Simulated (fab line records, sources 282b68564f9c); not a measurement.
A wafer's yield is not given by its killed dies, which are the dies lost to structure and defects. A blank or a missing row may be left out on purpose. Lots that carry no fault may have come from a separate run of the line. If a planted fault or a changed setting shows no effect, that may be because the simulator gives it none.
fab line records | flow rit_cmos
record: lots: 7 wafers: 21 last_day: 7
route steps=202 shown SPACER@127 NSD@131 PSD@142 SDANNEAL@153 PLDD@159 M1@202
lots with no fault: from the same line, run without faults
start_h: hours from the record's first day to the start of the lot's first wafer shown | wait_h: time in hours since the lot's previous step | " unchanged from the row above | L1.1+2: a row that stands for several wafers | - no value, or no start given | * or withheld: withheld | < > ~ a bound
route shown NAME@n: NAME is a module with steps in the file, n the number in the route of the first one | usual: mean/standard deviation taken from wafers without a fault | same: alike in all rows | chamber/n: place in a boat | sites: the reading at each site | _std_site: standard deviation of those values | _edge_site: inner sites' mean taken away from outer sites' mean | radius_mm: for every site, how far away it sits from the centre of the wafer | mask NAME#n: copy n | behind: the last tool/chamber to shape the wafer | hold: the reason the lot was held/the length of the hold in hours/how it ended | device: the n, p or np transistor that did not switch | end of line: the tests these same wafers got at the end of their route | where a step has no rows: the recipe by itself | killed: at the first sort, the dies lost to defects and structure; wafer yield is something else | map: per-die view of a wafer (x killed, . not killed, _ where there is no die)
set.NAME: the setting that was run; set.NAME@STEP: the one run at that earlier step | model.NAME: the simulator's own value behind a step, which no gauge read
lots seen at some steps along the route; tables by step, rows by wafer
services: when a tool's chamber went out of use (start_h, in hours from the record's first day, below 0 if earlier), for how many hours, and the reason
== steps ==
step: RIT_SPACER_CLEAN_02
recipe: chemistry: SC2 mix: 3:3:50 time_s: 600 temp_c: 75 dry: n2_spin
step: RIT_SPACER_CVD_03
recipe: material: Si3N4 target_thk_nm: 250 temp_c: 810 precursor: SiH2Cl2/NH3 time_s: 3347 pressure_mtorr: 300 sih2cl2_flow_sccm: 60 nh3_flow_sccm: 150
step: RIT_SPACER_THK_MEAS_04
recipe: reads: Si3N4_of_SPACER_CVD_03
usual: SPACER_NITRIDE_THK: 253.0/2.3
columns lot.wafer tool chamber start_h wait_h SPACER_NITRIDE_THK[nm]
L305.1 film_metro-01 - 61.98 0.0 253.7
L305.4 " - " " 254.1
L305.5 " - " " 255.6
L306.2 film_metro-03 - 64.57 0.0 250.5
L306.4 " - " " 250.2
L306.6 " - " " 251.5
L314.1 film_metro-03 - 112.49 0.0 252.9
L314.3 " - " " 253.0
L314.4 " - " " 253.1
L318.1 film_metro-03 - 141.60 0.0 256.2
L318.2 " - " " 255.3
L318.3 " - " " 254.0
L319.1 film_metro-02 - 143.53 0.0 249.5
L319.3 " - " " 250.2
L319.4 " - " " 248.3
L320.2 film_metro-03 - 147.99 0.0 248.9
L320.4 " - " " 248.6
L320.5 " - " " 249.8
L321.3 film_metro-03 - 153.26 0.0 255.2
L321.5 " - " " 255.9
L321.6 " - " " 254.5
step: RIT_SPACER_ETCHBACK_05
recipe: target_depth_a: 2500 SF6_flow_sccm: 30 CHF3_flow_sccm: 30 target: Si3N4 chemistry: SF6/CHF3 pressure_mtorr: 40 rf_w: 250 time_s: 240 stop_on: SiO2
usual: chamber_pressure_mTorr: 40.00/0.035 drypump_motor_current_A: 5.6/0.4 oes_product_au: 0.857/0.012 throttle_valve_pct: 10.24/0.11
same: time_s: 240
columns lot.wafer tool chamber start_h wait_h chamber_pressure_mTorr drypump_motor_current_A oes_product_au rf_hours_counter_h throttle_valve_pct
L305.1 rie_diel-01 2 62.04 0.1 40.01 6.7 0.862 43 10.05
L305.4 " 3 " " 40.00 5.8 0.857 133 10.30
L305.5 " 2 " " 40.03 6.7 0.861 - 10.05
L306.2 rie_diel-03 0 64.62 0.0 40.02 5.8 0.843 38 10.22
L306.4 " 1 " " 39.93 5.4 0.846 145 10.39
L306.6 " 3 " " 39.99 5.4 0.850 - 10.35
L314.1 rie_diel-02 3 112.55 0.1 40.06 6.0 0.872 8 10.30
L314.3 " 1 " " 40.01 5.6 0.861 119 10.28
L314.4 " 2 " " 40.02 5.9 0.844 - 10.08
L318.1 rie_diel-03 0 141.66 0.1 40.01 5.8 0.873 39 10.22
L318.2 " 1 " " 40.01 5.4 0.857 147 10.39
L318.3 " 3 " " 40.01 5.4 0.862 148 10.35
L319.1 rie_diel-01 3 143.59 0.1 39.99 5.8 0.846 134 10.31
L319.3 " 0 " " 39.97 5.4 0.875 111 10.16
L319.4 " 1 " " 39.93 5.6 0.836 21 10.09
L320.2 rie_diel-03 3 148.04 0.0 40.02 5.4 0.833 148 10.34
L320.4 " 2 " " 40.02 5.1 0.847 136 10.24
L320.5 " 1 " " 39.95 5.4 0.843 - 10.39
L321.3 rie_diel-03 2 153.30 0.0 39.99 5.1 0.866 136 10.25
L321.5 " 3 " " 39.98 5.4 0.859 - 10.34
L321.6 " 0 " " 40.00 5.7 0.864 - 10.21
step: RIT_NSD_HMDS_00
recipe: prime_time_s: 60 prime_temp_c: 140
step: RIT_NSD_COAT_01
recipe: resist: NOVOLAK spin_rpm: 3250 resist_thk_nm: 1000
step: RIT_NSD_SOFTBAKE_02
recipe: resist: NOVOLAK temp_c: 90 time_s: 60
step: RIT_NSD_EXPOSE_03
recipe: mask_id: M9 na: 0.57 target_cd_nm: 40700 dose_mj: 250
step: RIT_NSD_PEB_04
recipe: resist: NOVOLAK temp_c: withheld time_s: withheld
step: RIT_NSD_DEVELOP_05
recipe: resist: NOVOLAK develop_time_s: 50 dev_temp_c: 23
step: RIT_NSD_OVL_MEAS_06
usual: NSD_OVL: -0.9/1.4
columns lot.wafer tool chamber start_h wait_h NSD_OVL[nm]
L305.1 overlay-02 - 63.19 - -2.8
L305.4 " - " " -0.8
L305.5 " - " " -0.7
L306.2 overlay-02 - 65.63 - 0.3
L306.4 " - " " 1.6
L306.6 " - " " -0.6
L314.1 overlay-02 - 113.55 - 1.0
L314.3 " - " " 1.3
L314.4 " - " " -0.5
L318.1 overlay-01 - 142.78 - -1.7
L318.2 " - " " -0.2
L318.3 " - " " -0.2
L319.1 overlay-02 - 144.72 - -1.4
L319.3 " - " " -1.1
L319.4 " - " " -1.6
L320.2 overlay-02 - 149.45 - 0.1
L320.4 " - " " 0.5
L320.5 " - " " -1.0
L321.3 overlay-01 - 154.38 - -1.7
L321.5 " - " " -3.3
L321.6 " - " " 0.6
step: RIT_NSD_HARDBAKE_07
recipe: resist: NOVOLAK temp_c: 140 time_s: 60
step: RIT_NSD_IMPLANT_08
recipe: species: P energy_kev: 25 dose_cm2: 1e+15 tilt_deg: 7
usual: beam_energy_keV: 25.000/0.0074 dose_ions_cm2: 1e+15/1.1e+12 faraday_current_uA: 3126/64 implant_ion_amu: 31/0
columns lot.wafer tool chamber start_h wait_h beam_energy_keV dose_ions_cm2 faraday_current_uA implant_ion_amu model.implant.rp_nm model.implant.drp_nm
L305.1 implanter-01 0 63.37 0.1 24.999 1.0016e+15 3185 31 31.29 14.84
L305.4 " 0 " " 24.996 9.999e+14 3137 31 31.29 14.84
L305.5 " 0 " " 24.997 1.0005e+15 3120 31 31.29 14.84
L306.2 implanter-01 0 65.83 0.1 25.009 1.0015e+15 3021 31 33.01 14.84
L306.4 " 0 " " 25.010 1.0004e+15 3181 31 33.01 14.84
L306.6 " 0 " " 24.999 1e+15 3117 31 33.01 14.84
L314.1 implanter-04 0 113.74 0.1 25.011 9.976e+14 3096 31 32.36 14.84
L314.3 " 0 " " 25.002 9.991e+14 3072 31 32.36 14.84
L314.4 " 0 " " 25.002 9.984e+14 3106 31 32.36 14.84
L318.1 implanter-02 0 142.97 0.1 24.993 1e+15 3166 31 32.68 14.84
L318.2 " 0 " " 25.002 9.999e+14 3034 31 32.68 14.84
L318.3 " 0 " " 24.991 1.0001e+15 3090 31 32.68 14.84
L319.1 implanter-01 0 144.90 0.1 24.990 9.993e+14 3095 75 18.28 8.431
L319.3 " 0 " " 24.997 9.98e+14 3151 75 18.28 8.431
L319.4 " 0 " " 24.990 9.986e+14 3068 75 18.28 8.431
L320.2 implanter-04 0 149.77 0.1 24.994 9.995e+14 3118 75 18.57 8.431
L320.4 " 0 " " 24.998 1.0007e+15 3055 75 18.57 8.431
L320.5 " 0 " " 25.002 1.0013e+15 3163 75 18.57 8.431
L321.3 implanter-04 0 154.60 0.1 24.996 9.993e+14 3192 75 18.19 8.431
L321.5 " 0 " " 25.003 1e+15 3092 75 18.19 8.431
L321.6 " 0 " " 25.003 9.991e+14 3073 75 18.19 8.431
step: RIT_NSD_STRIP_09
recipe: chemistry: O2 time_s: 180 resist: NOVOLAK platen_temp_c: withheld power_w: 500 pressure_mtorr: 4000 o2_flow_sccm: 4000
usual: chamber_pressure_mTorr: 4000/3.5 drypump_motor_current_A: 5.7/0.38 rf_refl_power_W: 6.3/0.95
same: time_s: 180
columns lot.wafer tool chamber start_h wait_h chamber_pressure_mTorr drypump_motor_current_A rf_hours_counter_h rf_refl_power_W
L305.1 plasma_asher-04 0 63.52 0.1 3996 5.8 42 6.0
L305.4 " 1 " " 4002 5.6 - 8.0
L305.5 " 0 " " 3996 5.9 - 6.2
L306.2 plasma_asher-03 0 65.96 0.1 3995 6.2 38 5.8
L306.4 " 1 " " 3999 5.5 - 5.9
L306.6 " 1 " " 3995 5.4 - 6.0
L314.1 plasma_asher-03 0 113.89 0.1 4000 6.3 43 5.8
L314.3 " 1 " " 4006 5.5 - 5.9
L314.4 " 0 " " 4001 6.2 - 5.8
L318.1 plasma_asher-01 1 143.12 0.1 4000 5.7 36 7.4
L318.2 " 0 " " 4001 5.1 36 4.7
L318.3 " 1 " " 3999 5.7 - 7.6
L319.1 plasma_asher-01 1 145.05 0.1 4000 5.7 36 7.5
L319.3 " 1 " " 4001 5.7 - 7.4
L319.4 " 0 " " 3997 5.1 - 4.9
L320.2 plasma_asher-01 0 149.89 0.1 4001 5.1 37 5.0
L320.4 " 0 " " 4000 5.1 - 4.9
L320.5 " 1 " " 3995 5.7 - 7.4
L321.3 plasma_asher-03 1 154.76 0.1 4001 5.4 - 6.1
L321.5 " 0 " " 3996 6.3 - 5.7
L321.6 " 1 " " 4004 5.5 - 5.9
step: RIT_NSD_TW_MEAS_10
usual: NSD_TW: 3112/23
columns lot.wafer tool chamber start_h wait_h NSD_TW
L305.1 film_metro-04 - 63.70 0.1 3112
L305.4 " - " " 3110
L305.5 " - " " 3120
L306.2 film_metro-02 - 66.14 0.1 3124
L306.4 " - " " 3128
L306.6 " - " " 3107
L314.1 film_metro-01 - 114.06 0.1 3093
L314.3 " - " " 3087
L314.4 " - " " 3085
L318.1 film_metro-04 - 143.29 0.1 3139
L318.2 " - " " 3128
L318.3 " - " " 3118
L319.1 film_metro-02 - 145.23 0.1 3208
L319.3 " - " " 3203
L319.4 " - " " 3202
L320.2 film_metro-04 - 150.08 0.1 3166
L320.4 " - " " 3170
L320.5 " - " " 3168
L321.3 film_metro-01 - 154.90 0.1 3124
L321.5 " - " " 3132
L321.6 " - " " 3138
step: RIT_PSD_HMDS_00
recipe: prime_time_s: 60 prime_temp_c: 140
step: RIT_PSD_COAT_01
recipe: resist: NOVOLAK spin_rpm: 3250 resist_thk_nm: 1000
step: RIT_PSD_SOFTBAKE_02
recipe: resist: NOVOLAK temp_c: 90 time_s: 60
step: RIT_PSD_EXPOSE_03
recipe: mask_id: M10 na: 0.57 target_cd_nm: 40900 dose_mj: 250
step: RIT_PSD_PEB_04
recipe: resist: NOVOLAK temp_c: withheld time_s: withheld
step: RIT_PSD_DEVELOP_05
recipe: resist: NOVOLAK develop_time_s: 50 dev_temp_c: 23
step: RIT_PSD_OVL_MEAS_06
usual: PSD_OVL: -0.4/1.3
columns lot.wafer tool chamber start_h wait_h PSD_OVL[nm]
L305.1 overlay-02 - 64.61 - 1.3
L305.4 " - " " -1.1
L305.5 " - " " -0.5
L306.2 overlay-02 - 67.17 - 0.2
L306.4 " - " " -0.6
L306.6 " - " " -0.7
L314.1 overlay-01 - 114.97 - 0.0
L314.3 " - " " 0.8
L314.4 " - " " -1.1
L318.1 overlay-01 - 144.33 - -0.9
L318.2 " - " " -0.7
L318.3 " - " " 0.1
L319.1 overlay-02 - 146.14 - 0.6
L319.3 " - " " -1.6
L319.4 " - " " -2.4
L320.2 overlay-01 - 151.11 - -1.9
L320.4 " - " " -1.4
L320.5 " - " " -1.5
L321.3 overlay-01 - 156.40 - -1.9
L321.5 " - " " -1.3
L321.6 " - " " -1.4
step: RIT_PSD_HARDBAKE_07
recipe: resist: NOVOLAK temp_c: 140 time_s: 60
step: RIT_PSD_IMPLANT_08
recipe: species: BF2 energy_kev: 26.6 dose_cm2: 5e+15 tilt_deg: 7
step: RIT_PSD_STRIP_09
recipe: chemistry: O2 time_s: 180 resist: NOVOLAK platen_temp_c: withheld power_w: 500 pressure_mtorr: 4000 o2_flow_sccm: 4000
usual: chamber_pressure_mTorr: 4000/3.8 drypump_motor_current_A: 5.8/0.47 rf_refl_power_W: 6.7/1.4
same: time_s: 180
columns lot.wafer tool chamber start_h wait_h chamber_pressure_mTorr drypump_motor_current_A rf_hours_counter_h rf_refl_power_W
L305.1 plasma_asher-03 0 64.95 0.1 3997 6.3 38 6.0
L305.4 " 0 " " 4001 6.3 - 5.8
L305.5 " 0 " " 4010 6.3 - 5.8
L306.2 plasma_asher-02 1 67.54 0.1 4002 6.6 44 4.7
L306.4 " 1 " " 4000 6.6 - 4.7
L306.6 " 0 " " 4002 5.1 - 9.1
L314.1 plasma_asher-04 0 115.31 0.1 3998 5.9 48 6.4
L314.3 " 1 " " 3993 5.6 - 8.1
L314.4 " 0 " " 4005 5.9 - 6.3
L318.1 plasma_asher-04 0 144.66 0.1 4003 5.9 50 6.3
L318.2 " 1 " " 3991 5.7 50 8.2
L318.3 " 0 " " 3998 5.9 - 6.4
L319.1 plasma_asher-04 0 146.47 0.1 3999 5.9 50 6.2
L319.3 " 1 " " 3996 5.6 - 8.4
L319.4 " 0 " " 3997 5.9 - 6.2
L320.2 plasma_asher-04 0 151.44 0.1 4002 5.9 51 6.2
L320.4 " 0 " " 3994 5.9 - 6.3
L320.5 " 1 " " 3997 5.7 - 8.0
L321.3 plasma_asher-03 1 156.95 0.1 4009 5.5 - 5.8
L321.5 " 1 " " 4004 5.5 - 5.9
L321.6 " 0 " " 4000 6.3 - 5.9
step: RIT_PSD_TW_MEAS_10
usual: PSD_TW: 3409/30
columns lot.wafer tool chamber start_h wait_h PSD_TW
L305.1 film_metro-01 - 65.12 0.1 3371
L305.4 " - " " 3370
L305.5 " - " " 3376
L306.2 film_metro-01 - 67.72 0.1 3370
L306.4 " - " " 3363
L306.6 " - " " 3373
L314.1 film_metro-04 - 115.48 0.1 3398
L314.3 " - " " 3404
L314.4 " - " " 3399
L318.1 film_metro-02 - 144.84 0.1 3451
L318.2 " - " " 3444
L318.3 " - " " 3448
L319.1 film_metro-02 - 146.65 0.1 3433
L319.3 " - " " 3448
L319.4 " - " " 3443
L320.2 film_metro-04 - 151.63 0.1 3416
L320.4 " - " " 3410
L320.5 " - " " 3397
L321.3 film_metro-04 - 157.08 0.1 3405
L321.5 " - " " 3408
L321.6 " - " " 3384
step: RIT_SDANNEAL_CLEAN_00
recipe: chemistry: SC1 mix: 3:3:50 time_s: 600 temp_c: 75
step: RIT_SDANNEAL_CLEAN_01
recipe: chemistry: dHF dilution: 50:1 time_s: 30
step: RIT_SDANNEAL_CLEAN_02
recipe: chemistry: SC2 mix: 3:3:50 time_s: 600 temp_c: 75 dry: n2_spin
step: RIT_SDANNEAL_RTA_03
recipe: temp_c: 1050 time_s: 5 idle_temp_c: 600 ramp_up_c_per_s: 342 ramp_down_c_per_s: 171 cool_to_c: 600 ambient: N2
usual: wafer_temp_C_max: 1053.6/1.3
same: time_s: 5
columns lot.wafer tool chamber start_h wait_h wafer_temp_C_max
L305.1 rtp_anneal-02 0 65.55 0.0 1053.8
L305.4 " 0 " " 1056.2
L305.5 " 0 " " 1051.3
L306.2 rtp_anneal-01 0 68.18 0.0 1053.9
L306.4 " 0 " " 1055.3
L306.6 " 0 " " 1053.4
L314.1 rtp_anneal-01 0 115.93 0.0 1052.6
L314.3 " 0 " " 1053.6
L314.4 " 0 " " 1052.5
L318.1 rtp_anneal-01 0 145.27 0.0 1053.7
L318.2 " 0 " " 1055.0
L318.3 " 0 " " 1055.2
L319.1 rtp_anneal-02 0 147.08 0.0 1053.3
L319.3 " 0 " " 1052.8
L319.4 " 0 " " 1053.1
L320.2 rtp_anneal-01 0 152.05 0.0 1052.0
L320.4 " 0 " " 1053.9
L320.5 " 0 " " 1052.4
L321.3 rtp_anneal-02 0 157.51 0.0 1054.1
L321.5 " 0 " " 1052.7
L321.6 " 0 " " 1053.8
step: RIT_SDANNEAL_RS_MEAS_04
recipe: thk_meas_gauge: four-point-probe
usual: PSD_RS: 116.83/0.28
columns lot.wafer tool chamber start_h wait_h PSD_RS[ohm/sq]
L305.1 film_metro-01 - 65.61 0.0 116.90
L305.4 " - " " 116.87
L305.5 " - " " 116.81
L306.2 film_metro-04 - 68.25 0.1 116.44
L306.4 " - " " 116.32
L306.6 " - " " 116.26
L314.1 film_metro-01 - 115.98 0.0 116.99
L314.3 " - " " 116.60
L314.4 " - " " 116.77
L318.1 film_metro-04 - 145.32 0.0 117.02
L318.2 " - " " 117.01
L318.3 " - " " 116.86
L319.1 film_metro-01 - 147.13 0.0 117.34
L319.3 " - " " 116.93
L319.4 " - " " 117.01
L320.2 film_metro-02 - 152.12 0.1 116.17
L320.4 " - " " 116.64
L320.5 " - " " 116.76
L321.3 film_metro-04 - 157.59 0.1 116.39
L321.5 " - " " 116.58
L321.6 " - " " 116.40
step: RIT_SDANNEAL_RS_MEAS_05
recipe: thk_meas_gauge: four-point-probe
usual: NSD_RS: 84.52/0.25
columns lot.wafer tool chamber start_h wait_h NSD_RS[ohm/sq]
L305.1 film_metro-01 - 65.73 0.1 84.71
L305.4 " - " " 84.77
L305.5 " - " " 84.72
L306.2 film_metro-04 - 68.37 0.1 84.92
L306.4 " - " " 84.64
L306.6 " - " " 85.08
L314.1 film_metro-01 - 116.10 0.1 84.46
L314.3 " - " " 84.54
L314.4 " - " " 84.67
L318.1 film_metro-04 - 145.44 0.1 84.02
L318.2 " - " " 83.75
L318.3 " - " " 84.49
L319.1 film_metro-01 - 147.25 0.1 127.35
L319.3 " - " " 126.76
L319.4 " - " " 126.79
L320.2 film_metro-02 - 152.24 0.1 126.93
L320.4 " - " " 126.43
L320.5 " - " " 126.56
L321.3 film_metro-04 - 157.71 0.1 126.36
L321.5 " - " " 126.88
L321.6 " - " " 126.40
step: RIT_SDANNEAL_RS_MEAS_06
recipe: thk_meas_gauge: four-point-probe
usual: PLDD_RS: 178.7/0.47
columns lot.wafer tool chamber start_h wait_h PLDD_RS[ohm/sq]
L305.1 film_metro-01 - 65.85 0.1 178.0
L305.4 " - " " 178.1
L305.5 " - " " 178.4
L306.2 film_metro-04 - 68.49 0.1 178.7
L306.4 " - " " 178.6
L306.6 " - " " 178.3
L314.1 film_metro-01 - 116.22 0.1 178.4
L314.3 " - " " 179.0
L314.4 " - " " 179.1
L318.1 film_metro-04 - 145.56 0.1 179.8
L318.2 " - " " 179.6
L318.3 " - " " 178.9
L319.1 film_metro-01 - 147.37 0.1 178.9
L319.3 " - " " 178.3
L319.4 " - " " 178.7
L320.2 film_metro-02 - 152.36 0.1 177.8
L320.4 " - " " 177.6
L320.5 " - " " 178.8
L321.3 film_metro-04 - 157.83 0.1 178.5
L321.5 " - " " 178.6
L321.6 " - " " 178.4
step: RIT_M1_PROBE_99
usual: killed_at_front_end: 7.0/2.8 killed_dies: 7.0/2.8 killed_open: 3.4/1.9 killed_short: 3.6/2
same: gross_dies: 264 killed_at_M0_to_M3: 0 killed_at_M4_up: 0 killed_at_back_side: 0 killed_at_contacts: 0 killed_at_other: 0
columns lot.wafer tool chamber start_h wait_h killed_at_front_end killed_dies killed_open killed_short
L306.2 prober-01 - 75.67 0.1 7 7 4 3
L306.4 prober-01 - 75.77 0.2 5 5 2 3
L306.6 prober-01 - 75.87 0.2 10 10 5 5
L314.1 prober-01 - 123.36 0.1 12 12 6 6
L314.3 prober-01 - 123.46 0.2 9 9 4 5
L314.4 prober-01 - 123.51 0.2 9 9 4 5
L319.1 prober-02 - 154.89 0.1 7 7 4 3
L319.3 prober-02 - 154.99 0.2 6 6 2 4
L319.4 prober-02 - 155.04 0.2 13 13 7 6
L320.2 prober-01 - 159.49 0.1 7 7 4 3
L320.4 prober-01 - 159.59 0.2 2 2 2 0
L320.5 prober-01 - 159.64 0.2 5 5 2 3
L321.3 prober-02 - 165.24 0.2 7 7 4 3
L321.5 prober-02 - 165.34 0.2 7 7 2 5
L321.6 prober-02 - 165.39 0.2 7 7 6 1
killed by level:class
L306.2 FOX2:geometric_particle:short=2 SILICIDE:geometric_particle:open=2 FOX1:geometric_particle:open=1 GATE:geometric_particle:short=1 SPACER:geometric_particle:open=1
L306.4 GATE:geometric_particle:open=2 FOX1:geometric_particle:short=1 FOX2:geometric_particle:short=1 REOX:geometric_particle:short=1
L306.6 GATE:geometric_particle:short=4 GATE:geometric_particle:open=3 FOX1:geometric_particle:open=1 FOX2:geometric_particle:open=1 FOX2:geometric_particle:short=1
L314.1 GATE:geometric_particle:short=3 FOX2:geometric_particle:open=2 FOX2:geometric_particle:short=2 FOX1:geometric_particle:short=1 GATE:geometric_particle:open=1 REOX:geometric_particle:open=1 SPACER:geometric_particle:open=1 SILICIDE:geometric_particle:open=1
L314.3 REOX:geometric_particle:short=5 FOX1:geometric_particle:open=3 SILICIDE:geometric_particle:open=1
L314.4 REOX:geometric_particle:short=3 FOX1:geometric_particle:open=1 FOX2:geometric_particle:open=1 GATE:geometric_particle:open=1 GATE:geometric_particle:short=1 REOX:geometric_particle:open=1 SILICIDE:geometric_particle:short=1
L319.1 SILICIDE:geometric_particle:short=2 FOX1:geometric_particle:open=1 FOX1:geometric_particle:short=1 GATE:geometric_particle:open=1 REOX:geometric_particle:open=1 SPACER:geometric_particle:open=1
L319.3 FOX2:geometric_particle:short=2 FOX1:geometric_particle:short=1 FOX2:geometric_particle:open=1 GATE:geometric_particle:short=1 SPACER:geometric_particle:open=1
L319.4 SILICIDE:geometric_particle:short=3 FOX1:geometric_particle:open=2 GATE:geometric_particle:open=2 SPACER:geometric_particle:open=2 FOX2:geometric_particle:open=1 GATE:geometric_particle:short=1 REOX:geometric_particle:short=1 SPACER:geometric_particle:short=1
L320.2 GATE:geometric_particle:open=2 SILICIDE:geometric_particle:short=2 FOX2:geometric_particle:open=1 REOX:geometric_particle:open=1 SPACER:geometric_particle:short=1
L320.4 REOX:geometric_particle:open=1 SPACER:geometric_particle:open=1
L320.5 SPACER:geometric_particle:short=2 GATE:geometric_particle:open=1 GATE:geometric_particle:short=1 SILICIDE:geometric_particle:open=1
L321.3 FOX1:geometric_particle:open=2 REOX:geometric_particle:short=2 REOX:geometric_particle:open=1 SILICIDE:geometric_particle:open=1 SILICIDE:geometric_particle:short=1
L321.5 FOX1:geometric_particle:short=2 REOX:geometric_particle:open=2 REOX:geometric_particle:short=2 GATE:geometric_particle:short=1
L321.6 REOX:geometric_particle:open=3 SILICIDE:geometric_particle:open=2 GATE:geometric_particle:open=1 GATE:geometric_particle:short=1
== services ==
columns tool chamber start_h hours kind
implanter-04 - 48.70 4.8 repair
implanter-04 - 53.48 5.7 pm
rie_diel-01 2 86.21 4.9 repair
rie_diel-02 0 101.08 - clean
rie_diel-02 0 101.08 14.1 scheduled_down
rie_diel-02 0 101.08 14.1 vent_cycle
plasma_asher-02 - 108.75 9.0 pm
plasma_asher-02 0 108.75 11.4 vent_cycle
plasma_asher-02 1 108.75 11.4 vent_cycle
plasma_asher-02 - 116.00 4.1 repair
plasma_asher-02 0 117.75 - clean
plasma_asher-02 1 117.75 - clean
rie_diel-01 2 127.52 1.4 repair
rie_diel-02 0 129.28 2.8 repair
rie_diel-01 - 129.32 0.4 repair
plasma_asher-01 - 132.24 3.4 repair
plasma_asher-02 - 149.27 3.2 repair
== key ==
first_sign: step: RIT_NSD_IMPLANT_08 reading: implant_ion_amu direction: up sigmas: 99+ usual: 31 struck: 75
effect: step: RIT_NSD_TW_MEAS_10 reading: NSD_TW direction: up sigmas: 2.4 usual: 3112 struck: 3168
effect: step: RIT_SDANNEAL_RS_MEAS_05 reading: NSD_RS direction: up sigmas: 99+ usual: 84.52 struck: 126.72
model_effect: step: RIT_NSD_IMPLANT_08 value: implant.rp_nm without: 31.85 struck: 18.35
met_at RIT_NSD_IMPLANT_08
struck_wafers L319.1,L319.3,L319.4,L320.2,L320.4,L320.5,L321.3,L321.5,L321.6
tester_left_out L319,L320,L321
onset_between 113.74 144.90
fault: kind: wrong_recipe_download tool: implanter-01,implanter-02,implanter-04 chamber: - onset_h: 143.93 steps: RIT_NSD_IMPLANT_08 wrong_recipe.not_listed: 1
tester_left_out: of these lots the tester's yield and bins aren't shown, on N5 and GAA mostly nor the transistor test; their killed dies are dies lost to structure and defects alone, not to doping, threshold or leakage, so they don't give the yield
